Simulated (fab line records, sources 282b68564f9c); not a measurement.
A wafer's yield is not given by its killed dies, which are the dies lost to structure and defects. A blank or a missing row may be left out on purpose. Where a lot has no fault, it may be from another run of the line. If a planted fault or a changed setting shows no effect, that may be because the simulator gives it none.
Split-lot experiment || flow rit cmos || 23 wafers read across 5 lots, on a route 202 steps long

== ABOUT THE SPLIT ==
At RIT_GATE_OXIDATION_05 (target thk 3 nm, ox time 270 s), the setting ox time s was moved away from the recipe's 270 s on 10 of the 23 wafers read, by -9.6% to +10.1%. This setting was run at the recipe's value on the other wafers.

Reading taken at the split's own step.

== THE READING ==
SiO2_of_GATE_OXIDATION_05.thk nm (the simulator's own value, which no gauge read), in nm, at RIT_GATE_OXIDATION_05 (target thk 3 nm, ox time 270 s). The file gives no usual value for it. The 13 wafers here that ran the recipe average 3.047 nm, standard deviation 0.033 nm.

{"wafer": "L074.1", "tool, chamber at the split": "-, -", "ox time s as run, s": 270, "against the recipe": "recipe", "SiO2_of_GATE_OXIDATION_05.thk nm, nm": 3.04, "against lot-mates on the recipe": "-"}
{"wafer": "L074.2", "tool, chamber at the split": "-, -", "ox time s as run, s": 270, "against the recipe": "recipe", "SiO2_of_GATE_OXIDATION_05.thk nm, nm": 3.033, "against lot-mates on the recipe": "-"}
{"wafer": "L074.3", "tool, chamber at the split": "-, -", "ox time s as run, s": 270, "against the recipe": "recipe", "SiO2_of_GATE_OXIDATION_05.thk nm, nm": 3.035, "against lot-mates on the recipe": "-"}
{"wafer": "L074.5", "tool, chamber at the split": "-, -", "ox time s as run, s": 270, "against the recipe": "recipe", "SiO2_of_GATE_OXIDATION_05.thk nm, nm": 3.128, "against lot-mates on the recipe": "-"}
{"wafer": "L074.6", "tool, chamber at the split": "-, -", "ox time s as run, s": 270, "against the recipe": "recipe", "SiO2_of_GATE_OXIDATION_05.thk nm, nm": 3.004, "against lot-mates on the recipe": "-"}
{"wafer": "L076.1", "tool, chamber at the split": "-, -", "ox time s as run, s": 244.2, "against the recipe": "-9.6%", "SiO2_of_GATE_OXIDATION_05.thk nm, nm": 2.744, "against lot-mates on the recipe": "no lot-mate on the recipe"}
{"wafer": "L076.3", "tool, chamber at the split": "-, -", "ox time s as run, s": 244.2, "against the recipe": "-9.6%", "SiO2_of_GATE_OXIDATION_05.thk nm, nm": 2.739, "against lot-mates on the recipe": "no lot-mate on the recipe"}
{"wafer": "L076.4", "tool, chamber at the split": "-, -", "ox time s as run, s": 244.2, "against the recipe": "-9.6%", "SiO2_of_GATE_OXIDATION_05.thk nm, nm": 2.737, "against lot-mates on the recipe": "no lot-mate on the recipe"}
{"wafer": "L076.5", "tool, chamber at the split": "-, -", "ox time s as run, s": 244.2, "against the recipe": "-9.6%", "SiO2_of_GATE_OXIDATION_05.thk nm, nm": 2.748, "against lot-mates on the recipe": "no lot-mate on the recipe"}
{"wafer": "L076.6", "tool, chamber at the split": "-, -", "ox time s as run, s": 244.2, "against the recipe": "-9.6%", "SiO2_of_GATE_OXIDATION_05.thk nm, nm": 2.718, "against lot-mates on the recipe": "no lot-mate on the recipe"}
{"wafer": "L081.1", "tool, chamber at the split": "-, -", "ox time s as run, s": 270, "against the recipe": "recipe", "SiO2_of_GATE_OXIDATION_05.thk nm, nm": 3.039, "against lot-mates on the recipe": "-"}
{"wafer": "L081.2", "tool, chamber at the split": "-, -", "ox time s as run, s": 270, "against the recipe": "recipe", "SiO2_of_GATE_OXIDATION_05.thk nm, nm": 3.088, "against lot-mates on the recipe": "-"}
{"wafer": "L081.3", "tool, chamber at the split": "-, -", "ox time s as run, s": 270, "against the recipe": "recipe", "SiO2_of_GATE_OXIDATION_05.thk nm, nm": 3.025, "against lot-mates on the recipe": "-"}
{"wafer": "L081.6", "tool, chamber at the split": "-, -", "ox time s as run, s": 270, "against the recipe": "recipe", "SiO2_of_GATE_OXIDATION_05.thk nm, nm": 3.025, "against lot-mates on the recipe": "-"}
{"wafer": "L081.4", "tool, chamber at the split": "-, -", "ox time s as run, s": 270, "against the recipe": "recipe", "SiO2_of_GATE_OXIDATION_05.thk nm, nm": 3.055, "against lot-mates on the recipe": "-"}
{"wafer": "L082.2", "tool, chamber at the split": "-, -", "ox time s as run, s": 297.3, "against the recipe": "+10.1%", "SiO2_of_GATE_OXIDATION_05.thk nm, nm": 3.21, "against lot-mates on the recipe": "no lot-mate on the recipe"}
{"wafer": "L082.3", "tool, chamber at the split": "-, -", "ox time s as run, s": 297.3, "against the recipe": "+10.1%", "SiO2_of_GATE_OXIDATION_05.thk nm, nm": 3.253, "against lot-mates on the recipe": "no lot-mate on the recipe"}
{"wafer": "L082.4", "tool, chamber at the split": "-, -", "ox time s as run, s": 297.3, "against the recipe": "+10.1%", "SiO2_of_GATE_OXIDATION_05.thk nm, nm": 3.233, "against lot-mates on the recipe": "no lot-mate on the recipe"}
{"wafer": "L082.5", "tool, chamber at the split": "-, -", "ox time s as run, s": 297.3, "against the recipe": "+10.1%", "SiO2_of_GATE_OXIDATION_05.thk nm, nm": 3.216, "against lot-mates on the recipe": "no lot-mate on the recipe"}
{"wafer": "L082.6", "tool, chamber at the split": "-, -", "ox time s as run, s": 297.3, "against the recipe": "+10.1%", "SiO2_of_GATE_OXIDATION_05.thk nm, nm": 3.216, "against lot-mates on the recipe": "no lot-mate on the recipe"}
{"wafer": "L083.1", "tool, chamber at the split": "furnace-03, 0", "ox time s as run, s": 270, "against the recipe": "recipe", "SiO2_of_GATE_OXIDATION_05.thk nm, nm": 3.026, "against lot-mates on the recipe": "-"}
{"wafer": "L083.5", "tool, chamber at the split": "furnace-03, 0", "ox time s as run, s": 270, "against the recipe": "recipe", "SiO2_of_GATE_OXIDATION_05.thk nm, nm": 3.026, "against lot-mates on the recipe": "-"}
{"wafer": "L083.6", "tool, chamber at the split": "furnace-03, 0", "ox time s as run, s": 270, "against the recipe": "recipe", "SiO2_of_GATE_OXIDATION_05.thk nm, nm": 3.088, "against lot-mates on the recipe": "-"}

FIT RESULTS
A straight line over all 23 wafers: SiO2_of_GATE_OXIDATION_05.thk nm changes by +0.0247 nm for each +1% of ox time s; r = +0.96; the points scatter about the line by 0.047 nm.
Too few moved wafers have a lot-mate on the recipe to fit a line with each lot's own level taken away.

== THE FILE'S OWN FIT ==
SiO2_of_GATE_OXIDATION_05.thk nm changes by +0.0247 nm for each +1% of ox time s, r = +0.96.
